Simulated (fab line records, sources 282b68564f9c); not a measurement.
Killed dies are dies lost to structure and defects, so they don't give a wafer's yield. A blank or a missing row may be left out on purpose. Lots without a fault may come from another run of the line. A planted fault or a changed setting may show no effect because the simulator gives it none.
Problem report in the 8D (eight disciplines) form, filled by code | flow rit_cmos | the parts of the form that need people (team, actions taken, sign-off) are left out

1. THE PROBLEM
killed_at_front_end at RIT_M1_PROBE_99 reads a mean of 30.3 on 6 wafers of 2 lots; wafers without a fault read 7.1 with a standard deviation of 2.8. That is +8.3 standard deviations from the usual mean.
First seen on wafer L768.1, day 7 22:36, on prober-02. The record holds 42 wafers of 14 lots with a number at this step. Rule for "out", or "out of limits": more than 4 standard deviations from the usual mean. The other wafers with a number count as sound.

2. WHAT IT IS AND WHAT IT IS NOT
question                    | is                               | is not
which readings at this step | killed_at_front_end, killed_dies | killed_at_contacts, killed_on_rim, killed_open, killed_short
which lots                  | L768, L770                       | L752, L753, L754, L755, L756, L757, L760, L761, L766, L771, L772, L774
which wafers of those lots  | all that have a number           | -
read on which tools         | prober-01, prober-02             | -
when                        | from day 7 22:36                 | up to then (27 sound wafers); but 9 sound wafers of L771, L772, L774 came after

3. SUSPECTS, AND WHAT RULES EACH OUT
Counting: a tool at a process step up to the reading stays a suspect if it ran every lot that is out and no sound lot after the first of them.
- wet_bench-01 at RIT_SDANNEAL_CLEAN_00 (cleans in SC1, time 600 s): kept. It ran every lot that is out, first L768 (day 7 13:50), and no sound lot after that; its last sound lot up to then is L754 (day 3 21:41).
- rtp_anneal-02 at RIT_SILICIDE_RTA_06 (time 10 s, ramp up 5 s, ramp down 10 s): ruled out as a lasting fault. Sound lots L774 ran on it after its first lot that is out, L768 (day 7 15:13).
Left after counting: wet_bench-01 at RIT_SDANNEAL_CLEAN_00.

4. THE CAUSE (what the simulator had put in)
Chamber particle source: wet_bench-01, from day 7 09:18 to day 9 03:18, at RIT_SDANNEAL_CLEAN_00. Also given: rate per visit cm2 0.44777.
Counting left only this tool.

5. THE CHAIN OF EFFECTS, in route order
Each row: a reading whose mean over the struck wafers that have a number lies more than 3 standard deviations from the usual. Only readings for which the record gives a usual standard deviation are gone through. hours: the time from each lot's start at the first step in this table that gives one to its start at this step, as a median over the lots. sigmas: the change in usual standard deviations.
hours | step            | reading             | usual | on struck wafers | change | sigmas
0     | RIT_M1_PROBE_99 | killed_at_front_end | 7.1   | 30.3             | +23.2  | +8.3
0     | RIT_M1_PROBE_99 | killed_dies         | 7.1   | 30.3             | +23.2  | +8.0
The process steps in it:
- RIT_M1_PROBE_99

6. WHAT WOULD HAVE CAUGHT IT SOONER
In this record the first reading out of limits was taken at day 7 22:36, 13 hours after the fault began at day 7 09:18.
All the lots that are out (2) had begun RIT_SDANNEAL_CLEAN_00 on wet_bench-01 by day 7 22:36. A hold on the tool at that time would have spared none of them.
